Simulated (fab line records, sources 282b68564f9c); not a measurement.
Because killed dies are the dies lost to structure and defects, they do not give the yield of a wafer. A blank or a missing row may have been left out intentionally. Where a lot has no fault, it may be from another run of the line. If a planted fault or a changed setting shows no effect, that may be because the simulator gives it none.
8D (eight disciplines) problem report, filled in by code -- flow rit cmos -- the parts of the form that need people (team, actions taken, sign-off) are left out

== 1. WHAT IS WRONG ==
ACTIVE_NITRIDE_THK at RIT_ACTIVE_THK_MEAS_04 reads a mean of 132.2 nm on 12 wafers of 4 lots; wafers without a fault read 150.8 nm with a standard deviation of 1.3. Measured from the usual mean, that is -14 standard deviations.
The first sign was on wafer L497.2 at day 3 01:34, on film metro-04. At this step, 42 wafers from 14 lots have a number in the record. By rule, "out" or "out of limits" means more than 4 standard deviations away from the usual mean. All remaining wafers that have a number are taken as sound.

== 2. WHAT IT IS, WHAT IT ISN'T ==
question,is,is not
which readings at this step,ACTIVE_NITRIDE_THK,-
which lots,"L497, L499, L500, L501","L490, L491, L492, L493, L494, L495, L503, L506, L509, L512"
which wafers of those lots,all that have a number,-
read on which gauges,"film metro-01, film metro-03, film metro-04",-
when,from day 3 01:34,"up to then (18 sound wafers); but 12 sound wafers of L503, L506, L509, L512 came after"

== 3. WHAT RULES OUT EACH SUSPECT ==
Counting: a tool at any process step up to the reading remains a suspect when it ran all the lots that are out and ran no sound lot after the first of those.
- the gauge at RIT_ACTIVE_THK_MEAS_04 is ruled out. Those wafers that are out were read across 3 gauges (film metro-01, film metro-03, film metro-04).
- lpcvd-01 at RIT_ACTIVE_CVD_03 (deposits Si3N4 from SiH2Cl2/NH3, target thk 150 nm, time 1500 s): kept. It ran every lot that is out, first L497 (day 2 23:26), and no sound lot after that; its last sound lot up to then is L494 (day 2 08:07).
Left after counting: lpcvd-01 at RIT_ACTIVE_CVD_03.

== 4. THE CAUSE (what the simulator had put in) ==
Site profile drift: lpcvd-01, from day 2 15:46 on, at RIT_ACTIVE_CVD_03. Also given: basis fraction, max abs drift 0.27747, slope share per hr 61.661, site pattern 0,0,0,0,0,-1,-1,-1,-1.
The count eliminated every tool but this one.

== 5. THE EFFECT CHAIN, in route order ==
Each row: a reading where the mean over the struck wafers with a number is more than 3 standard deviations away from the usual. Only readings for which the record gives a usual standard deviation are gone through. hours: the time from each lot's start at the first step in this table that gives one to its start at this step, as a median over the lots. sigmas: the change in usual standard deviations.
hours,step,reading,usual,on struck wafers,change,sigmas
0,RIT_ACTIVE_THK_MEAS_04,ACTIVE_NITRIDE_THK,150.8 nm,132.2,-18.6,-14
4,RIT_ACTIVE_ETCH_13,oes product au,0.822 a.u.,0.774,-0.048,-3.4
Its process steps:
- RIT_ACTIVE_ETCH_13: etches Si3N4 in SF6, stops on SiO2, time 210 s, target depth 210 nm.

== 6. HOW IT WOULD HAVE BEEN CAUGHT EARLIER ==
Counted from the fault's start at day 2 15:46, it took 10 hours until the first out-of-limits reading at a measuring or inspecting step in this record, taken at day 3 01:34.
Among the 4 lots that are out, L499, L500, L501 began RIT_ACTIVE_CVD_03 on lpcvd-01 after day 3 01:34. A hold on the tool at that time would have spared those 3.
